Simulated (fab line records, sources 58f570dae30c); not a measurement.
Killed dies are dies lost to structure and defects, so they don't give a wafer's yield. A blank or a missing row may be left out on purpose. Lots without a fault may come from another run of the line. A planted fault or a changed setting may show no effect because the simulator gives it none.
fab line records | flow berkeley_cmos170 | part 2 of 2: steps 32 to 44 of 44
record lots=5 wafers=15 last_day=11
route steps=331 shown ACTIVE@70 PFIELD@79 FIELD@89 SACOX@97 SCREENOX@100 NVT@104
lots that met no fault: from a run of the same line without faults
start_h: hours from the record's first day to the start of the lot's first wafer shown | wait_h: hours since the lot's step before | " the same as in the row above | L1.1+2: a row that stands for several wafers | - no value, or no start given | * or withheld: withheld | < > ~ a bound
route shown NAME@n: a module of which the file shows steps, and the number in the route of the first | usual: mean/standard deviation of fault-free wafers | same: alike in all rows | chamber/n: place in a boat | sites: the reading at each site | _std_site: their standard deviation | _edge_site: outer sites' mean less inner sites' | radius_mm: how far each site lies from the wafer's centre | mask NAME#n: copy n | behind: the tool/chamber that last shaped the wafer | hold: why the lot was held/for how many hours/how that ended | device: the transistor (n, p or np) that didn't switch | end of line: the same wafers' tests at the end of the route | a step without rows: its recipe alone | killed: dies lost to structure and defects at the first sort, not the wafer's yield | map: a wafer's dies, x killed, . not, _ none there
set.NAME: the setting as run; set.NAME@STEP: as run at that earlier step | model.NAME: the simulator's own value behind a step, which no gauge read
lots at some steps of the route; a table a step, a row a wafer
services: from which hour (start_h, from the record's first day; less than 0 if before it) a tool's chamber was out of use, for how many hours, and why
## steps
# step UCB170_SCREENOX_OXIDATION_01
# recipe temp_c=900 ambient=O2 target_thk_a=144 ox_time_s=2400
# same ox_time_s=2400
# columns lot.wafer tool chamber start_h wait_h
L074.2+3+6 furnace-02 0 98.73 3.3
L083.2+3+5 furnace-01 0 142.89 4.3
L086.1+4+5 furnace-03 0 165.28 0.3
L087.2+3+5 furnace-03 0 165.28 0.3
L092.1+4+5 furnace-01 0 204.53 1.9
# step UCB170_SCREENOX_THK_MEAS_02
# recipe reads=SiO2_of_SCREENOX_OXIDATION_01
# usual SCREENOX_OXIDE_THK=14.34/0.27
# columns lot.wafer tool chamber start_h wait_h SCREENOX_OXIDE_THK[nm]
L074.2 film_metro-04 - 100.41 0.0 14.89
L074.3 " - " " 14.88
L074.6 " - " " 14.89
L083.2 film_metro-02 - 144.57 0.0 14.34
L083.3 " - " " 14.60
L083.5 " - " " 14.52
L086.1 film_metro-04 - 166.94 0.0 14.24
L086.4 " - " " 13.99
L086.5 " - " " 14.01
L087.2 film_metro-02 - 166.95 0.0 14.20
L087.3 " - " " 14.58
L087.5 " - " " 14.44
L092.1 film_metro-02 - 206.25 0.1 14.06
L092.4 " - " " 14.03
L092.5 " - " " 14.04
# step UCB170_SCREENOX_ANNEAL_03
# recipe temp_c=900 time_s=900 ambient=N2
# columns lot.wafer tool chamber start_h wait_h
L074.2+3+6 furnace-02 0 104.58 4.2
L083.2+3+5 furnace-01 0 149.74 5.2
L086.1+4+5 furnace-03 0 168.28 1.3
L087.2+3+5 furnace-03 0 168.28 1.3
L092.1+4+5 furnace-02 0 207.57 1.3
# step UCB170_NVT_HMDS_00
# recipe prime_time_s=60 prime_temp_c=100
# columns lot.wafer tool chamber start_h wait_h
L074.2+3+6 litho_track-01 0 106.00 0.2
L083.2+3+5 litho_track-01 0 151.02 0.0
L087.2+3+5 litho_track-03 0 169.55 0.0
L086.1+4+5 litho_track-01 0 169.69 0.2
L092.1+4+5 litho_track-03 0 208.82 0.0
# step UCB170_NVT_COAT_01
# recipe resist=KrF spin_rpm=1500 resist_thk_nm=900
# columns lot.wafer tool chamber start_h wait_h
L074.2+3+6 litho_track-01 0 106.15 0.1
L083.2+3+5 litho_track-01 0 151.17 0.1
L087.2+3+5 litho_track-03 0 169.70 0.1
L086.1+4+5 litho_track-01 0 169.84 0.1
L092.1+4+5 litho_track-03 0 208.97 0.1
# step UCB170_NVT_SOFTBAKE_02
# recipe resist=KrF temp_c=130 time_s=60
# columns lot.wafer tool chamber start_h wait_h
L074.2+3+6 litho_track-01 0 106.30 0.1
L083.2+3+5 litho_track-01 0 151.32 0.1
L087.2+3+5 litho_track-03 0 169.85 0.1
L086.1+4+5 litho_track-01 0 169.99 0.1
L092.1+4+5 litho_track-03 0 209.12 0.1
# step UCB170_NVT_EXPOSE_03
# recipe mask_id=PWELL target_cd_nm=3000 na=0.5 sigma_outer=0.6 source_shape=conventional dose_mj=30
# columns lot.wafer tool chamber start_h wait_h mask
L074.2+3+6 krf_scanner-02 0 106.78 0.5 PWELL#0
L083.2+3+5 krf_scanner-02 0 151.70 0.4 PWELL#0
L087.2+3+5 krf_scanner-01 0 170.36 0.5 PWELL#0
L086.1+4+5 krf_scanner-01 0 170.46 0.4 PWELL#0
L092.1+4+5 krf_scanner-01 0 209.69 0.5 PWELL#0
# step UCB170_NVT_PEB_04
# recipe peb_temp_c=130 peb_time_s=withheld resist=KrF
# columns lot.wafer tool chamber start_h wait_h
L074.2+3+6 litho_track-03 0 106.94 0.1
L083.2+3+5 litho_track-03 0 151.83 0.1
L087.2+3+5 litho_track-04 0 170.73 0.3
L086.1+4+5 litho_track-03 0 170.88 0.4
L092.1+4+5 litho_track-01 0 209.86 0.1
# step UCB170_NVT_DEVELOP_05
# recipe developer=TMAH develop_time_s=45 resist=KrF dev_temp_c=21
# same develop_time_s=45
# columns lot.wafer tool chamber start_h wait_h
L074.2+3+6 litho_track-03 0 - -
L083.2+3+5 litho_track-03 0 - -
L087.2+3+5 litho_track-04 0 - -
L086.1+4+5 litho_track-03 0 - -
L092.1+4+5 litho_track-01 0 - -
# step UCB170_NVT_OVL_MEAS_06
# usual NVT_OVL=0/5.8
# columns lot.wafer tool chamber start_h wait_h NVT_OVL[nm]
L074.2 overlay-01 - 107.20 - -2
L074.3 " - " " -6
L074.6 " - " " -2
L083.2 overlay-02 - 152.08 - 5
L083.3 " - " " 11
L083.5 " - " " 5
L087.2 overlay-01 - 170.98 - -3
L087.3 " - " " -1
L087.5 " - " " -1
L086.1 overlay-02 - 171.15 - 5
L086.4 " - " " 10
L086.5 " - " " 6
L092.1 overlay-01 - 210.13 - 4
L092.4 " - " " 6
L092.5 " - " " 9
# step UCB170_NVT_IMPLANT_07
# recipe species=BF2 dose_cm2=3e+12 energy_kev=50 tilt_deg=7
# usual end_station_pressure_torr=5e-06/2.6e-07
# columns lot.wafer tool chamber start_h wait_h end_station_pressure_torr
L074.2 implanter-03 0 107.25 0.0 4.44e-06
L074.3 " 0 " " 4.96e-06
L074.6 " 0 " " 5.36e-06
L083.2 implanter-04 0 152.14 0.0 5.05e-06
L083.3 " 0 " " 4.86e-06
L083.5 " 0 " " 5e-06
L087.2 implanter-04 0 171.04 0.0 5.22e-06
L087.3 " 0 " " 4.92e-06
L087.5 " 0 " " 5.1e-06
L086.1 implanter-03 0 171.19 0.0 4.76e-06
L086.4 " 0 " " 5.24e-06
L086.5 " 0 " " 5.34e-06
L092.1 implanter-04 0 210.17 0.0 5.21e-06
L092.4 " 0 " " 4.98e-06
L092.5 " 0 " " 4.96e-06
# step UCB170_NVT_STRIP_08
# recipe chemistry=O2 power_w=400 pressure_mtorr=3500 platen_temp_c=withheld o2_flow_sccm=400 overash_fraction=0.5
# usual drypump_motor_current_A=5.9/0.35 oes_product_au=0.735/0.0042 strip_time_to_endpoint_s=21.60/0.065
# columns lot.wafer tool chamber start_h wait_h drypump_motor_current_A oes_product_au rf_hours_counter_h strip_time_to_endpoint_s
L074.2 plasma_asher-03 0 107.38 0.1 5.6 0.724 40 21.61
L074.3 " 0 " " 5.6 0.730 - 21.62
L074.6 " 0 " " 5.6 0.738 - 21.59
L083.2 plasma_asher-03 0 152.26 0.1 5.6 0.743 46 21.50
L083.3 " 0 " " 5.6 0.741 - 21.50
L083.5 " 0 " " 5.7 0.740 - 21.44
L087.2 plasma_asher-03 1 171.16 0.1 6.3 0.732 48 21.56
L087.3 " 1 " " 6.3 0.732 - 21.55
L087.5 " 1 " " 6.3 0.731 - 21.62
L086.1 plasma_asher-01 1 171.34 0.1 6.3 0.733 42 21.57
L086.4 " 1 " " 6.3 0.736 - 21.58
L086.5 " 0 " " 5.5 0.740 - 21.59
L092.1 plasma_asher-01 0 210.32 0.1 5.5 0.734 46 21.65
L092.4 " 1 " " 6.3 0.731 - 21.70
L092.5 " 1 " " 6.3 0.728 - 21.66
# step UCB170_NVT_TW_MEAS_09
# usual NVT_TW=525.1/2.4
# columns lot.wafer tool chamber start_h wait_h NVT_TW
L074.2 film_metro-01 - 107.49 0.1 524.8
L074.3 " - " " 522.8
L074.6 " - " " 523.5
L083.2 film_metro-03 - 152.37 0.1 527.3
L083.3 " - " " 524.8
L083.5 " - " " 526.5
L087.2 film_metro-03 - 171.27 0.1 524.0
L087.3 " - " " 523.6
L087.5 " - " " 522.8
L086.1 film_metro-01 - 171.44 0.1 518.7
L086.4 " - " " 521.3
L086.5 " - " " 518.1
L092.1 film_metro-03 - 210.42 0.1 524.9
L092.4 " - " " 524.9
L092.5 " - " " 526.8
## services
# columns tool chamber start_h hours kind
krf_scanner-02 - 56.71 1.0 pm
krf_scanner-02 - 57.71 1.3 pm
krf_scanner-02 - 67.91 2.5 repair
wet_bench-02 - 79.33 1.4 repair
plasma_asher-03 - 79.73 2.9 repair
furnace-03 - 79.81 2.9 pm
krf_scanner-01 - 83.74 0.8 pm
furnace-03 - 89.11 7.1 pm
wet_bench-02 - 90.71 4.4 pm
krf_scanner-01 - 93.12 12.5 repair
furnace-01 - 98.14 3.8 pm
implanter-04 - 103.72 3.6 pm
implanter-03 - 117.07 3.0 repair
plasma_asher-01 - 118.69 29.4 pm
krf_scanner-01 - 121.46 1.3 pm
furnace-01 - 123.61 3.0 pm
wet_bench-04 - 129.57 51.5 pm
implanter-04 - 139.12 3.1 repair
krf_scanner-02 - 160.50 0.8 pm
krf_scanner-02 - 162.22 7.2 pm
krf_scanner-01 - 171.72 1.0 pm
furnace-02 - 177.21 4.7 pm
furnace-02 - 181.91 4.8 pm
krf_scanner-02 - 205.99 11.6 pm
